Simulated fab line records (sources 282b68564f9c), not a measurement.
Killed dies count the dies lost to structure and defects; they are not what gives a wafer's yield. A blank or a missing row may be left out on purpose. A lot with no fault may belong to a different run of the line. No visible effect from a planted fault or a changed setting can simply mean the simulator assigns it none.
Which tool is to blame? | flow rit cmos | 14 lots, 42 wafers sampled, at 6 steps of a route of 202

## WHAT THE GAUGES READ, wafer by wafer
RIT_PSD_TW_MEAS_10. Usual: for PSD_TW the level is 3432 and the standard deviation is 16.
lot  | measured    | on            | PSD_TW         | flag
L507 | day 3 04:38 | film metro-04 | 3443 3440 3442 |
L509 | day 3 16:47 | film metro-04 | 3427 3438 3441 |
L511 | day 4 02:19 | film metro-04 | 3419 3421 3429 |
L512 | day 4 03:32 | film metro-04 | 3421 3416 3414 |
L513 | day 4 07:01 | film metro-04 | 3413 3433 3410 |
L518 | day 5 09:32 | film metro-04 | 3580 3592 3564 | OFF
L519 | day 5 14:49 | film metro-01 | 3617 3576 3596 | OFF
L520 | day 5 19:17 | film metro-04 | 3429 3437 3413 |
L522 | day 6 04:21 | film metro-01 | 3450 3467 3454 |
L525 | day 6 19:20 | film metro-01 | 3447 3433 3444 |
L526 | day 6 23:59 | film metro-03 | 3451 3427 3422 |
L528 | day 7 21:51 | film metro-01 | 3455 3431 3463 |
L529 | day 8 03:32 | film metro-03 | 3459 3425 3444 |
L530 | day 8 04:58 | film metro-03 | 3446 3446 3425 |

RIT_SDANNEAL_RS_MEAS_04: uses a four-point probe to measure. Usual: for PSD_RS the level is 115.9 ohm/sq and the standard deviation is 0.33.
lot  | measured    | on            | PSD_RS (ohm/sq)   | flag
L507 | day 3 05:08 | film metro-03 | 115.9 115.8 115.8 |
L509 | day 3 17:17 | film metro-03 | 115.6 115.8 115.9 |
L511 | day 4 02:48 | film metro-01 | 116.0 115.8 116.0 |
L512 | day 4 04:02 | film metro-04 | 115.9 115.7 116.0 |
L513 | day 4 07:30 | film metro-01 | 115.8 115.8 115.7 |
L518 | day 5 10:07 | film metro-01 | 108.1 108.4 107.8 | OFF
L519 | day 5 15:19 | film metro-04 | 108.1 108.1 108.0 | OFF
L520 | day 5 19:53 | film metro-03 | 116.1 115.7 115.7 |
L522 | day 6 04:52 | film metro-04 | 115.9 115.9 115.5 |
L525 | day 6 19:52 | film metro-04 | 116.1 116.2 115.6 |
L526 | day 7 00:30 | film metro-01 | 115.9 115.9 116.2 |
L528 | day 7 22:22 | film metro-01 | 116.4 116.4 116.3 |
L529 | day 8 04:03 | film metro-01 | 116.1 115.8 115.7 |
L530 | day 8 05:28 | film metro-01 | 115.6 115.4 115.9 |

RIT_CONTACT_THK_MEAS_01. Usual: for CONTACT_TEOS_THK the level is 395 nm and the standard deviation is 6.
lot  | measured    | on            | CONTACT_TEOS_THK (nm) | flag
L507 | day 3 06:10 | film metro-01 | 392 400 407           |
L509 | day 3 18:20 | film metro-01 | 391 390 395           |
L511 | day 4 03:50 | film metro-03 | 394 391 396           |
L512 | day 4 05:04 | film metro-03 | 388 395 392           |
L513 | day 4 08:32 | film metro-03 | 391 404 397           |
L518 | day 5 11:13 | film metro-02 | 396 400 392           |
L519 | day 5 16:26 | film metro-01 | 400 388 402           |
L520 | day 5 20:58 | film metro-01 | 384 388 398           |
L522 | day 6 05:55 | film metro-02 | 396 385 401           |
L525 | day 6 20:54 | film metro-03 | 395 405 394           |
L526 | day 7 01:32 | film metro-01 | 387 389 394           |
L528 | day 7 23:25 | film metro-01 | 387 391 395           |
L529 | day 8 05:06 | film metro-02 | 391 387 396           |
L530 | day 8 06:31 | film metro-03 | 397 393 405           |

## WHAT TOOL EACH LOT RAN ON (gives the tool, then ch and the chambers of the sampled wafers, and finally the start)
lot  | RIT_PSD_IMPLANT_08             | RIT_SILICIDE_RTA_04             | RIT_SILICIDE_RTA_06
L507 | implanter-04 ch 0, day 3 04:20 | rtp anneal-01 ch 0, day 3 05:56 | rtp anneal-02 ch 0, day 3 06:03
L509 | implanter-03 ch 0, day 3 16:29 | rtp anneal-01 ch 0, day 3 18:06 | rtp anneal-02 ch 0, day 3 18:13
L511 | implanter-04 ch 0, day 4 02:00 | rtp anneal-01 ch 0, day 4 03:37 | rtp anneal-02 ch 0, day 4 03:44
L512 | implanter-04 ch 0, day 4 03:14 | rtp anneal-02 ch 0, day 4 04:50 | rtp anneal-01 ch 0, day 4 04:57
L513 | implanter-04 ch 0, day 4 06:42 | rtp anneal-01 ch 0, day 4 08:19 | rtp anneal-02 ch 0, day 4 08:26
L518 | implanter-04 ch 0, day 5 09:12 | rtp anneal-02 ch 0, day 5 10:56 | rtp anneal-01 ch 0, day 5 11:03
L519 | implanter-04 ch 0, day 5 14:29 | rtp anneal-01 ch 0, day 5 16:08 | rtp anneal-02 ch 0, day 5 16:19
L520 | implanter-01 ch 0, day 5 18:59 | rtp anneal-02 ch 0, day 5 20:41 | rtp anneal-01 ch 0, day 5 20:49
L522 | implanter-01 ch 0, day 6 04:02 | rtp anneal-02 ch 0, day 6 05:41 | rtp anneal-01 ch 0, day 6 05:48
L525 | implanter-01 ch 0, day 6 19:02 | rtp anneal-01 ch 0, day 6 20:40 | rtp anneal-02 ch 0, day 6 20:47
L526 | implanter-01 ch 0, day 6 23:41 | rtp anneal-02 ch 0, day 7 01:19 | rtp anneal-01 ch 0, day 7 01:26
L528 | implanter-03 ch 0, day 7 21:31 | rtp anneal-02 ch 0, day 7 23:11 | rtp anneal-01 ch 0, day 7 23:18
L529 | implanter-03 ch 0, day 8 03:12 | rtp anneal-01 ch 0, day 8 04:52 | rtp anneal-02 ch 0, day 8 04:59
L530 | implanter-03 ch 0, day 8 04:39 | rtp anneal-02 ch 0, day 8 06:17 | rtp anneal-01 ch 0, day 8 06:23
- RIT_PSD_IMPLANT_08
- RIT_SILICIDE_RTA_04: time 10 s, ramp up 5 s, ramp down 5 s.
- RIT_SILICIDE_RTA_06: time 10 s, ramp up 5 s, ramp down 10 s.

## AS READ BY THE TOOLS THEMSELVES (means over the sampled wafers that have a number; for cases with no such wafer, the mark the record gives instead)
RIT_PSD_IMPLANT_08. Usual: beam on s 12.2 s, standard deviation 1.7; dose ions cm2 4.999e+15, standard deviation 5.2e+12.
lot  | tool         | beam on s (s) | dose ions cm2 | flag
L507 | implanter-04 | 10.7          | 4.992e+15     |
L509 | implanter-03 | 14.6          | 4.999e+15     |
L511 | implanter-04 | 10.5          | 4.998e+15     |
L512 | implanter-04 | 10.6          | 5.003e+15     |
L513 | implanter-04 | 10.6          | 5.005e+15     |
L518 | implanter-04 | 19.9          | 9.493e+15     | OFF
L519 | implanter-04 | 20.2          | 9.495e+15     | OFF
L520 | implanter-01 | 12.5          | 5.001e+15     |
L522 | implanter-01 | 12.7          | 5.005e+15     |
L525 | implanter-01 | 12.4          | 5.005e+15     |
L526 | implanter-01 | 12.5          | 4.997e+15     |
L528 | implanter-03 | 14.9          | 5.000e+15     |
L529 | implanter-03 | 15.0          | 4.992e+15     |
L530 | implanter-03 | 14.8          | 5.000e+15     |

RIT_SILICIDE_RTA_04. Usual: wafer_temp_C_max reads 653.1 (standard deviation 1.2).
lot  | tool          | wafer_temp_C_max | flag
L507 | rtp anneal-01 | 651.5            |
L509 | rtp anneal-01 | 652.0            |
L511 | rtp anneal-01 | 652.0            |
L512 | rtp anneal-02 | 654.5            |
L513 | rtp anneal-01 | 651.9            |
L518 | rtp anneal-02 | 654.6            |
L519 | rtp anneal-01 | 652.2            |
L520 | rtp anneal-02 | 654.0            |
L522 | rtp anneal-02 | 653.3            |
L525 | rtp anneal-01 | 651.9            |
L526 | rtp anneal-02 | 655.1            |
L528 | rtp anneal-02 | 654.0            |
L529 | rtp anneal-01 | 652.4            |
L530 | rtp anneal-02 | 654.0            |

RIT_SILICIDE_RTA_06. Usual: wafer_temp_C_max reads 753.7 (standard deviation 1.3).
lot  | tool          | wafer_temp_C_max | flag
L507 | rtp anneal-02 | 754.3            |
L509 | rtp anneal-02 | 754.5            |
L511 | rtp anneal-02 | 755.0            |
L512 | rtp anneal-01 | 752.4            |
L513 | rtp anneal-02 | 755.5            |
L518 | rtp anneal-01 | 752.2            |
L519 | rtp anneal-02 | 754.4            |
L520 | rtp anneal-01 | 751.8            |
L522 | rtp anneal-01 | 752.8            |
L525 | rtp anneal-02 | 754.4            |
L526 | rtp anneal-01 | 753.2            |
L528 | rtp anneal-01 | 752.5            |
L529 | rtp anneal-02 | 754.5            |
L530 | rtp anneal-01 | 752.4            |

## THE ANSWER, worked out from the rows above alone
Rule: take the mean of a lot's wafers that have a number; if it is more than 3 standard deviations from the usual mean, the lot is off. Also off: a lot with no number at a reading for which 4 or more lots have one. Any other lot the step has rows for is counted as sound. Order of review: gauges by route order, followed by the tools' own readings, for which a lot's mean as printed above is used. The first step at which some lot is off is used, and at that step the reading that is off furthest; a lot without a number counts as furthest.
Off: at RIT_PSD_TW_MEAS_10 (PSD_TW), L518, L519.
A tool fits if, at a process step before that reading, it ran every lot that is off, and no sound lot after the first of them. Not tried: the gauges at RIT_PSD_TW_MEAS_10; whatever is off there is also off at RIT_PSD_IMPLANT_08, on other tools, and gauge error can't account for it. One candidate fits, namely implanter-04 at RIT_PSD_IMPLANT_08. Its last sound lot is L513 (day 4 06:42), its first lot that is off L518 (day 5 09:12): a fault that began between those two fits.
The tool's own readings at RIT_PSD_IMPLANT_08 bear it out: on the lots that are off they differ by more than 5 times the standard deviation of the sound lots' means. dose ions cm2 reads 9.494e+15 there against 5.000e+15 on the sound lots.

## WHAT THE SIMULATOR HAD INSERTED
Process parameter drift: implanter-04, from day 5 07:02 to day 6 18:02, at RIT_PSD_IMPLANT_08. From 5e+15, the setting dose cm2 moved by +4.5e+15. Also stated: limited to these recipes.
Shown lots that were struck: L518, L519. The rule above reached the same finding.
